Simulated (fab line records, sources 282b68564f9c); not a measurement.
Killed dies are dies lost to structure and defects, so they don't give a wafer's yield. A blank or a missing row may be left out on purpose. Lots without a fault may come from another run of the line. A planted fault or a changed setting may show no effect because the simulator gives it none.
A struck lot beside a sound one | flow rit_cmos | 14 steps out of a route of 202
Sound: wafers L203.3, L203.4, L203.6. Struck: wafers L209.1, L209.3, L209.6. The cause comes at the end.
At each step with rows: each side's tool, then ch and its chambers, then its first start. Under that, the readings that differ: sound wafers | struck wafers | difference of the means | sigmas: that difference in standard deviations of wafers without a fault.
alike: readings whose means differ by less than 2 such deviations, and words and numbers that are the same on both sides. not compared: withheld readings, readings that some wafer has no value for, bounds like >300 that may hide the same value, and numbers for which the record gives no deviation and whose values overlap.
The two part at a step that has a row with sigmas, a row that says differs or no value, or rows on one side only. Numbers that don't overlap but have no deviation are shown without sigmas and don't part them. A reading that every wafer of one side lacks parts them only if that side has two wafers or more.

first, 1 step without rows for these wafers: RIT_CONTACT_HARDBAKE_10 (time 60 s).
RIT_CONTACT_ETCH_11: etches SiO2 in CHF3/CF4/Ar, stops on TiSi2, target depth 480 nm, time 320 s.
  sound on rie_diel-03 ch 2,3, day 4 23:05; struck on rie_diel-01 ch 0,1,3, day 6 01:56
  alike: drypump_motor_current_A, oes_product_au, throttle_valve_pct
  not compared: rf_hours_counter_h
RIT_CONTACT_STRIP_12: strips in O2, time 180 s.
  sound on plasma_asher-03 ch 0,1, day 4 23:20; struck on plasma_asher-01 ch 0,1, day 6 02:07
  alike: drypump_motor_current_A
  not compared: rf_hours_counter_h
RIT_CONTACT_CD_MEAS_90: target cd 1000 nm.
  sound on cd_sem-01, day 4 23:29; struck on cd_sem-02, day 6 02:18
  alike: cd_nm
then, 2 steps without rows for these wafers: RIT_CONTACT_CLEAN_13 (cleans in SC1, time 600 s); RIT_CONTACT_CLEAN_14 (cleans in SC2, time 600 s).
RIT_M1_SPUTTER_00: material Al, target thk 400 nm, time 500 s.
  sound on pvd_sputter-03, day 4 23:55; struck on pvd_sputter-02, day 6 02:47
  alike: throttle_valve_pct
RIT_M1_RS_MEAS_01: measures by four-point-probe.
  sound on film_metro-01, day 5 00:15; struck on film_metro-04, day 6 03:05
  alike: M1_AL_RS
RIT_M1_THK_MEAS_02: measures by xrf.
  sound on film_metro-01, day 5 00:21; struck on film_metro-04, day 6 03:12
  alike: M1_AL_THK
then, 3 steps without rows for these wafers: RIT_M1_HMDS_03 (prime time 60 s); RIT_M1_COAT_04 (resist thk 1300 nm); RIT_M1_SOFTBAKE_05 (time 60 s).
RIT_M1_EXPOSE_06: exposes mask M12, target cd 2600 nm.
  sound on iline_stepper-02 ch 0, day 5 00:53; struck on iline_stepper-02, day 6 03:50
  no value came back on the struck wafers for exposure_dose_mJ_cm2, focus_offset_nm (nm), sigma_outer; on the sound wafers exposure_dose_mJ_cm2 reads 252.38 252.48 252.33
  alike: mask
then, 1 step without rows for these wafers: RIT_M1_PEB_07.

WHERE THEY PART
Only at RIT_M1_EXPOSE_06, within this record.

WHY: what the simulator had put in
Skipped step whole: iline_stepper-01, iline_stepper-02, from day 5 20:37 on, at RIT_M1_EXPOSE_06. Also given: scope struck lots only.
